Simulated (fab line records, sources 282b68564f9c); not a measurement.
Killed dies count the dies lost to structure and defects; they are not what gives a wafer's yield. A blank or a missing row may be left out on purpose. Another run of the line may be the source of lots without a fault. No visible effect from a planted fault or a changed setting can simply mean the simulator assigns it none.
Split-lot experiment ; flow rit cmos ; 5 lots, 23 wafers read, on a route of 202 steps

THE SPLIT
At RIT_NRETRO_IMPLANT_08, the setting dose cm2 was moved away from the recipe's 1e+13 on 6 of the 23 wafers read, by -5.6% to +3.8%. The other wafers ran this setting at the recipe's value.

FROM THE SPLIT ON TO THE READING: in between, the file shows 1 step
- RIT_NRETRO_STRIP_09: strips in O2, time 180 s

THE READING
NRETRO_TW, at RIT_NRETRO_TW_MEAS_10. Fault-free wafers of this fab line usually give 1054, standard deviation 3.3.

wafer;tool, chamber at the split;dose cm2 as run;against the recipe;NRETRO_TW;against lot-mates on the recipe
L077.1;implanter-01, 0;1e+13;recipe;1056;-
L077.2;implanter-01, 0;1e+13;recipe;1059;-
L077.3;implanter-01, 0;1.038e+13;+3.8%;1072;+16
L077.5;implanter-01, 0;1.038e+13;+3.8%;1063;+7
L077.6;implanter-01, 0;1e+13;recipe;1052;-
L080.1;implanter-03, 0;1e+13;recipe;1055;-
L080.2;implanter-03, 0;1e+13;recipe;1056;-
L080.3;implanter-03, 0;1e+13;recipe;1052;-
L080.4;implanter-03, 0;1e+13;recipe;1049;-
L080.5;implanter-03, 0;1e+13;recipe;1052;-
L079.1;implanter-01, 0;1e+13;recipe;1055;-
L079.2;implanter-01, 0;1e+13;recipe;1053;-
L079.3;implanter-01, 0;9.442e+12;-5.6%;1030;-23
L079.4;implanter-01, 0;1e+13;recipe;1051;-
L079.6;implanter-01, 0;9.442e+12;-5.6%;1032;-21
L081.2;implanter-01, 0;1e+13;recipe;1055;-
L081.3;implanter-01, 0;1e+13;recipe;1055;-
L081.5;implanter-01, 0;1e+13;recipe;1052;-
L082.2;implanter-03, 0;1e+13;recipe;1052;-
L082.3;implanter-03, 0;9.635e+12;-3.6%;1038;-13
L082.4;implanter-03, 0;9.635e+12;-3.6%;1041;-10
L082.5;implanter-03, 0;1e+13;recipe;1048;-
L082.6;implanter-03, 0;1e+13;recipe;1054;-

FIT RESULTS
A straight line over all 23 wafers: NRETRO_TW changes by +3.88 for each +1% of dose cm2; r = +0.95; the points scatter about the line by 2.8.
The same after taking each lot's own level away (the mean of its wafers on the recipe; 23 wafers): +3.56 for each +1%; r = +0.95; scatter 2.7.
According to that fit, moving dose cm2 by its largest amount changes the reading by 20.
The span of the lots' own levels, 1051.3 to 1055.7, comes to 1.3 times the standard deviation stated above.
Consequently the slope shifts little with the lot-to-lot level, the two slopes agreeing.
Check: for one of the wafers moved furthest among these (-5.6%), held out of the fit, the line's prediction against its lot-mates is -19. Against them it came out at -23.

ADDITIONAL SPLITS CARRIED BY THESE WAFERS
Note: prior to the reading, these wafers also went through further splits. Each is held against what the fit with the lots' levels taken away leaves over:
other split on the same wafers;wafers away from the commonest value;r with NRETRO_TW (lot level and that fit taken away)
RIT_FOX2_OXIDATION_00 temp c;15;-0.14
RIT_NWELL_SOFTBAKE_02 temp c;10;+0.09
RIT_NWELL_IMPLANT_08 dose cm2;5;+0.17
RIT_PWELL_SOFTBAKE_02 temp c;10;-0.15
RIT_PWELL_HARDBAKE_07 temp c;7;+0.16

FILE'S OWN FIT
NRETRO_TW changes by +3.62 for each +1% of dose cm2, r = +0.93.
